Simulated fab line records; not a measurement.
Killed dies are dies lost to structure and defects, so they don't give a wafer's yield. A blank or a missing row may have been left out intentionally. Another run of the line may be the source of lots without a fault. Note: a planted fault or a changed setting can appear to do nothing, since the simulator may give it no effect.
Chamber matching :: flow berkeleyCmos170 :: 4 sister chambers for UCB170_M1_ETCH_11 on rieDiel-03
The step etches BARC in N2/H2. 8 wafers are shown with their chamber, then 7 later ones without.

EACH WAFER AND ITS CHAMBER
wafer: L258.4
chamber: 1
throttleValvePct (%): 13.27
drypumpMotorCurrentA (A): 5.5

wafer: L262.2
chamber: 2
throttleValvePct (%): 13.40
drypumpMotorCurrentA (A): 5.8

wafer: L262.3
chamber: 1
throttleValvePct (%): 13.27
drypumpMotorCurrentA (A): 5.6

wafer: L263.1
chamber: 0
throttleValvePct (%): 13.42
drypumpMotorCurrentA (A): 6.0

wafer: L263.2
chamber: 3
throttleValvePct (%): 13.23
drypumpMotorCurrentA (A): 6.3

wafer: L263.5
chamber: 0
throttleValvePct (%): 13.42
drypumpMotorCurrentA (A): 6.0

wafer: L265.1
chamber: 2
throttleValvePct (%): 13.41
drypumpMotorCurrentA (A): 5.9

wafer: L265.4
chamber: 3
throttleValvePct (%): 13.23
drypumpMotorCurrentA (A): 6.3

WAFERS WHOSE CHAMBER IS MISSING
wafer: L265.5
throttleValvePct (%): 13.24
drypumpMotorCurrentA (A): 6.3

wafer: L270.3
throttleValvePct (%): 13.39
drypumpMotorCurrentA (A): 6.1

wafer: L270.4
throttleValvePct (%): 13.22
drypumpMotorCurrentA (A): 6.3

wafer: L270.6
throttleValvePct (%): 13.43
drypumpMotorCurrentA (A): 5.9

wafer: L273.1
throttleValvePct (%): 13.23
drypumpMotorCurrentA (A): 6.3

wafer: L273.2
throttleValvePct (%): 13.41
drypumpMotorCurrentA (A): 5.9

wafer: L273.5
throttleValvePct (%): 13.23
drypumpMotorCurrentA (A): 6.3

EACH ONE'S CHAMBER
wafer: L265.5
from the rows above: 3
in truth: 3

wafer: L270.3
from the rows above: 2
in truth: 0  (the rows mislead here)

wafer: L270.4
from the rows above: 3
in truth: 3

wafer: L270.6
from the rows above: 0
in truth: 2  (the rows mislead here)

wafer: L273.1
from the rows above: 3
in truth: 3

wafer: L273.2
from the rows above: can't be placed: 2 or 0
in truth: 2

wafer: L273.5
from the rows above: 3
in truth: 3
Placed correctly: 4 of 7. Unplaceable from these rows: 1, with the true chamber sitting among the candidates in 1. Wrongly placed: 2.
How it was worked out, from the rows above alone: a wafer's distance from a chamber is the root of the sum, over the readings, of the square of ((its reading less the chamber's mean) divided by the reading's scatter). If the next closest chamber is less than 2 further off than the closest, the wafer can't be placed; otherwise it belongs to the closest. Each chamber's mean is taken over the wafers shown for it. How the scatter is found: for the shown wafers, subtract from each reading the mean of its chamber, square and add these, divide the total by (wafers less chambers), then take the root.
